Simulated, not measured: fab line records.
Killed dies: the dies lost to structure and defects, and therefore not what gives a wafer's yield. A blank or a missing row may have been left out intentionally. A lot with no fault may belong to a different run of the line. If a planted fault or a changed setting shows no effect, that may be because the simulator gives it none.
Which tool is to blame? / flow berkeley-cmos170 / Sampling: 15 lots, 45 wafers, 4 of 331 route steps

WHAT THE GAUGES READ, wafer by wafer
UCB170_GATE_THK_MEAS_05. Usual: for GATE_POLY_THK the level is 213.5 nm and the standard deviation is 2.3.
lot=L589; measured=day 6 22:59; on=film-metro-03; GATE_POLY_THK (nm)=217.7 216.8 215.2; flag=
lot=L590; measured=day 7 05:20; on=film-metro-02; GATE_POLY_THK (nm)=211.5 210.9 212.5; flag=
lot=L592; measured=day 7 05:17; on=film-metro-02; GATE_POLY_THK (nm)=211.1 212.0 211.8; flag=
lot=L593; measured=day 7 05:19; on=film-metro-04; GATE_POLY_THK (nm)=210.9 211.6 212.7; flag=
lot=L596; measured=day 8 03:20; on=film-metro-03; GATE_POLY_THK (nm)=216.7 213.7 214.8; flag=
lot=L598; measured=day 8 13:56; on=film-metro-02; GATE_POLY_THK (nm)=213.1 213.4 213.5; flag=
lot=L599; measured=day 9 12:37; on=film-metro-04; GATE_POLY_THK (nm)=210.6 210.9 212.3; flag=
lot=L603; measured=day 10 00:31; on=film-metro-03; GATE_POLY_THK (nm)=216.0 215.4 214.0; flag=
lot=L604; measured=day 10 00:29; on=film-metro-02; GATE_POLY_THK (nm)=213.6 211.9 212.8; flag=
lot=L607; measured=day 10 12:40; on=film-metro-04; GATE_POLY_THK (nm)=215.9 212.5 214.0; flag=
lot=L608; measured=day 10 20:55; on=film-metro-02; GATE_POLY_THK (nm)=213.9 214.8 214.8; flag=
lot=L609; measured=day 10 20:54; on=film-metro-04; GATE_POLY_THK (nm)=212.7 213.7 213.4; flag=
lot=L610; measured=day 11 11:02; on=film-metro-04; GATE_POLY_THK (nm)=209.7 211.2 212.5; flag=
lot=L611; measured=day 11 11:02; on=film-metro-02; GATE_POLY_THK (nm)=208.6 211.3 209.3; flag=
lot=L612; measured=day 11 22:08; on=film-metro-02; GATE_POLY_THK (nm)=213.1 214.5 212.2; flag=

UCB170_V2_BOW_MEAS_03. Usual: for V2_BOW the level is 36 um and the standard deviation is 6.8.
lot=L589; measured=day 8 08:34; on=film-metro-02; V2_BOW (um)=35 43 29; flag=
lot=L590; measured=day 8 15:42; on=film-metro-04; V2_BOW (um)=33 43 19; flag=
lot=L592; measured=day 8 12:04; on=film-metro-03; V2_BOW (um)=37 37 39; flag=
lot=L593; measured=day 8 16:00; on=film-metro-03; V2_BOW (um)=34 34 37; flag=
lot=L596; measured=day 9 15:10; on=film-metro-02; V2_BOW (um)=35 36 37; flag=
lot=L598; measured=day 10 01:50; on=film-metro-04; V2_BOW (um)=32 35 30; flag=
lot=L599; measured=day 11 01:16; on=film-metro-04; V2_BOW (um)=41 39 35; flag=
lot=L603; measured=day 11 16:20; on=film-metro-02; V2_BOW (um)=33 28 45; flag=
lot=L604; measured=day 11 13:27; on=film-metro-03; V2_BOW (um)=42 33 15; flag=
lot=L610; measured=day 12 21:25; on=film-metro-04; V2_BOW (um)=40 36 44; flag=
lot=L611; measured=day 12 19:23; on=film-metro-04; V2_BOW (um)=36 39 33; flag=
lot=L612; measured=day 13 08:14; on=film-metro-03; V2_BOW (um)=34 40 32; flag=

WHAT TOOL EACH LOT RAN ON (gives the tool, then ch and the chambers of the sampled wafers, and finally the start)
lot=L589; UCB170_NWELL_ETCH_13=rie-diel-03 ch 1,2, day 2 16:55; UCB170_V1_DEVELOP_11=litho-track-03 ch 0, day 8 04:00
lot=L590; UCB170_NWELL_ETCH_13=rie-diel-03 ch 0,2, day 2 17:40; UCB170_V1_DEVELOP_11=litho-track-02 ch 0, day 8 09:00
lot=L592; UCB170_NWELL_ETCH_13=rie-diel-01 ch 0,1, day 3 01:20; UCB170_V1_DEVELOP_11=litho-track-03 ch 0, day 8 07:00
lot=L593; UCB170_NWELL_ETCH_13=rie-diel-04 ch 0,1,2, day 3 01:26; UCB170_V1_DEVELOP_11=litho-track-04 ch 0, day 8 10:00
lot=L596; UCB170_NWELL_ETCH_13=rie-diel-01 ch 0,1,2, day 4 00:11; UCB170_V1_DEVELOP_11=litho-track-04 ch 0, day 9 11:00
lot=L598; UCB170_NWELL_ETCH_13=rie-diel-03 ch 1,2,3, day 4 08:04; UCB170_V1_DEVELOP_11=litho-track-02 ch 0, day 9 22:00
lot=L599; UCB170_NWELL_ETCH_13=rie-diel-01 ch 0,2,3, day 4 18:43; UCB170_V1_DEVELOP_11=litho-track-04 ch 0, day 10 21:00
lot=L603; UCB170_NWELL_ETCH_13=rie-diel-04 ch 0,1,3, day 5 11:51; UCB170_V1_DEVELOP_11=litho-track-03 ch 0, day 11 11:00
lot=L604; UCB170_NWELL_ETCH_13=rie-diel-03 ch 1,3, day 5 11:53; UCB170_V1_DEVELOP_11=litho-track-03 ch 0, day 11 09:00
lot=L607; UCB170_NWELL_ETCH_13=rie-diel-03 ch 1,2,3, day 6 01:41; UCB170_V1_DEVELOP_11=litho-track-02, day 11 18:00
lot=L608; UCB170_NWELL_ETCH_13=rie-diel-04 ch 0,1,3, day 6 10:24; UCB170_V1_DEVELOP_11=litho-track-02, day 12 02:00
lot=L609; UCB170_NWELL_ETCH_13=rie-diel-03 ch 0,2,3, day 6 10:38; UCB170_V1_DEVELOP_11=litho-track-02, day 12 02:00
lot=L610; UCB170_NWELL_ETCH_13=rie-diel-04 ch 1,2,3, day 6 22:26; UCB170_V1_DEVELOP_11=litho-track-02 ch 0, day 12 17:00
lot=L611; UCB170_NWELL_ETCH_13=rie-diel-01 ch 0,2,3, day 6 22:46; UCB170_V1_DEVELOP_11=litho-track-02 ch 0, day 12 15:00
lot=L612; UCB170_NWELL_ETCH_13=rie-diel-01 ch 1,3, day 7 09:13; UCB170_V1_DEVELOP_11=litho-track-03 ch 0, day 13 04:00
- UCB170_NWELL_ETCH_13: etches Si3N4 in CH3F/Ar/O2, stops on SiO2, target depth 246.4 nm, time 154 s.
- UCB170_V1_DEVELOP_11: develop time 45 s.

WHAT THE TOOLS THEMSELVES READ (means of the sampled wafers that have a number; where no wafer has one, the mark that the record gives instead)
UCB170_NWELL_ETCH_13. Usual: CH3F_flow_sccm 20.00 sccm, standard deviation 0.059; drypump-motor-current-A 5.7 A, standard deviation 0.47; oes-product-au 0.939 a.u., standard deviation 0.016; throttle-valve-pct 8.12 %, standard deviation 0.15.
lot=L589; tool=rie-diel-03; CH3F_flow_sccm (sccm)=20.04; drypump-motor-current-A (A)=5.8; oes-product-au (a.u.)=0.950; throttle-valve-pct (%)=7.96; flag=
lot=L590; tool=rie-diel-03; CH3F_flow_sccm (sccm)=19.95; drypump-motor-current-A (A)=5.6; oes-product-au (a.u.)=0.947; throttle-valve-pct (%)=7.89; flag=
lot=L592; tool=rie-diel-01; CH3F_flow_sccm (sccm)=20.03; drypump-motor-current-A (A)=5.0; oes-product-au (a.u.)=0.942; throttle-valve-pct (%)=8.11; flag=
lot=L593; tool=rie-diel-04; CH3F_flow_sccm (sccm)=19.95; drypump-motor-current-A (A)=5.7; oes-product-au (a.u.)=0.943; throttle-valve-pct (%)=8.04; flag=
lot=L596; tool=rie-diel-01; CH3F_flow_sccm (sccm)=20.01; drypump-motor-current-A (A)=5.3; oes-product-au (a.u.)=0.932; throttle-valve-pct (%)=8.17; flag=
lot=L598; tool=rie-diel-03; CH3F_flow_sccm (sccm)=20.00; drypump-motor-current-A (A)=6.2; oes-product-au (a.u.)=0.950; throttle-valve-pct (%)=8.11; flag=
lot=L599; tool=rie-diel-01; CH3F_flow_sccm (sccm)=19.95; drypump-motor-current-A (A)=5.5; oes-product-au (a.u.)=0.918; throttle-valve-pct (%)=8.29; flag=
lot=L603; tool=rie-diel-04; CH3F_flow_sccm (sccm)=19.97; drypump-motor-current-A (A)=5.8; oes-product-au (a.u.)=0.929; throttle-valve-pct (%)=8.09; flag=
lot=L604; tool=rie-diel-03; CH3F_flow_sccm (sccm)=20.00; drypump-motor-current-A (A)=6.6; oes-product-au (a.u.)=0.945; throttle-valve-pct (%)=8.27; flag=
lot=L607; tool=rie-diel-03; CH3F_flow_sccm (sccm)=20.02; drypump-motor-current-A (A)=6.1; oes-product-au (a.u.)=0.951; throttle-valve-pct (%)=8.11; flag=
lot=L608; tool=rie-diel-04; CH3F_flow_sccm (sccm)=20.01; drypump-motor-current-A (A)=5.8; oes-product-au (a.u.)=0.941; throttle-valve-pct (%)=8.10; flag=
lot=L609; tool=rie-diel-03; CH3F_flow_sccm (sccm)=19.97; drypump-motor-current-A (A)=5.9; oes-product-au (a.u.)=0.945; throttle-valve-pct (%)=8.04; flag=
lot=L610; tool=rie-diel-04; CH3F_flow_sccm (sccm)=20.01; drypump-motor-current-A (A)=5.7; oes-product-au (a.u.)=0.957; throttle-valve-pct (%)=8.10; flag=
lot=L611; tool=rie-diel-01; CH3F_flow_sccm (sccm)=20.05; drypump-motor-current-A (A)=5.5; oes-product-au (a.u.)=0.929; throttle-valve-pct (%)=8.30; flag=
lot=L612; tool=rie-diel-01; CH3F_flow_sccm (sccm)=19.92; drypump-motor-current-A (A)=5.6; oes-product-au (a.u.)=0.924; throttle-valve-pct (%)=8.21; flag=

UCB170_V1_DEVELOP_11. Usual: chill-plate-temp-C 23.00 C, standard deviation 0.11; developer-temp-C 21.03 C, standard deviation 0.11; exhaust-pa 44.9 Pa, standard deviation 0.95.
lot=L589; tool=litho-track-03; chill-plate-temp-C (C)=22.86; developer-temp-C (C)=21.03; exhaust-pa (Pa)=45.3; flag=
lot=L590; tool=litho-track-02; chill-plate-temp-C (C)=22.94; developer-temp-C (C)=21.14; exhaust-pa (Pa)=44.9; flag=
lot=L592; tool=litho-track-03; chill-plate-temp-C (C)=22.95; developer-temp-C (C)=21.02; exhaust-pa (Pa)=45.4; flag=
lot=L593; tool=litho-track-04; chill-plate-temp-C (C)=22.96; developer-temp-C (C)=21.02; exhaust-pa (Pa)=44.2; flag=
lot=L596; tool=litho-track-04; chill-plate-temp-C (C)=22.94; developer-temp-C (C)=20.89; exhaust-pa (Pa)=44.5; flag=
lot=L598; tool=litho-track-02; chill-plate-temp-C (C)=23.12; developer-temp-C (C)=20.97; exhaust-pa (Pa)=46.3; flag=
lot=L599; tool=litho-track-04; chill-plate-temp-C (C)=22.98; developer-temp-C (C)=21.08; exhaust-pa (Pa)=45.0; flag=
lot=L603; tool=litho-track-03; chill-plate-temp-C (C)=23.00; developer-temp-C (C)=20.99; exhaust-pa (Pa)=44.4; flag=
lot=L604; tool=litho-track-03; chill-plate-temp-C (C)=23.16; developer-temp-C (C)=20.94; exhaust-pa (Pa)=45.4; flag=
lot=L607; tool=litho-track-02; chill-plate-temp-C (C)=-; developer-temp-C (C)=-; exhaust-pa (Pa)=-; flag=OFF
lot=L608; tool=litho-track-02; chill-plate-temp-C (C)=-; developer-temp-C (C)=-; exhaust-pa (Pa)=-; flag=OFF
lot=L609; tool=litho-track-02; chill-plate-temp-C (C)=-; developer-temp-C (C)=-; exhaust-pa (Pa)=-; flag=OFF
lot=L610; tool=litho-track-02; chill-plate-temp-C (C)=23.10; developer-temp-C (C)=20.90; exhaust-pa (Pa)=45.0; flag=
lot=L611; tool=litho-track-02; chill-plate-temp-C (C)=23.08; developer-temp-C (C)=21.06; exhaust-pa (Pa)=43.8; flag=
lot=L612; tool=litho-track-03; chill-plate-temp-C (C)=22.98; developer-temp-C (C)=21.08; exhaust-pa (Pa)=43.9; flag=

THE ANSWER, worked out from the rows above alone
Rule: lot off if the mean of its wafers having a number is beyond 3 standard deviations from the usual mean. A lot without any number at a reading at which 4 lots or more have one is off too. The other lots that the step has rows for count as sound. After the gauges, taken in route order, come the tools' own readings; for these a lot's mean is taken, as printed above. At the first step where some lot is off, the reading lying furthest off is the one used; lots without a number count as furthest.
Off at UCB170_V1_DEVELOP_11 (chill-plate-temp-C): L607, L608, L609. Without a number there: L607, L608, L609.
If a tool, at that step or one of the process steps before it, ran each lot that is off and ran no sound lot following the first of them, it fits. No candidate that was tried fits.

WHAT HAD BEEN PUT IN BY THE SIMULATOR
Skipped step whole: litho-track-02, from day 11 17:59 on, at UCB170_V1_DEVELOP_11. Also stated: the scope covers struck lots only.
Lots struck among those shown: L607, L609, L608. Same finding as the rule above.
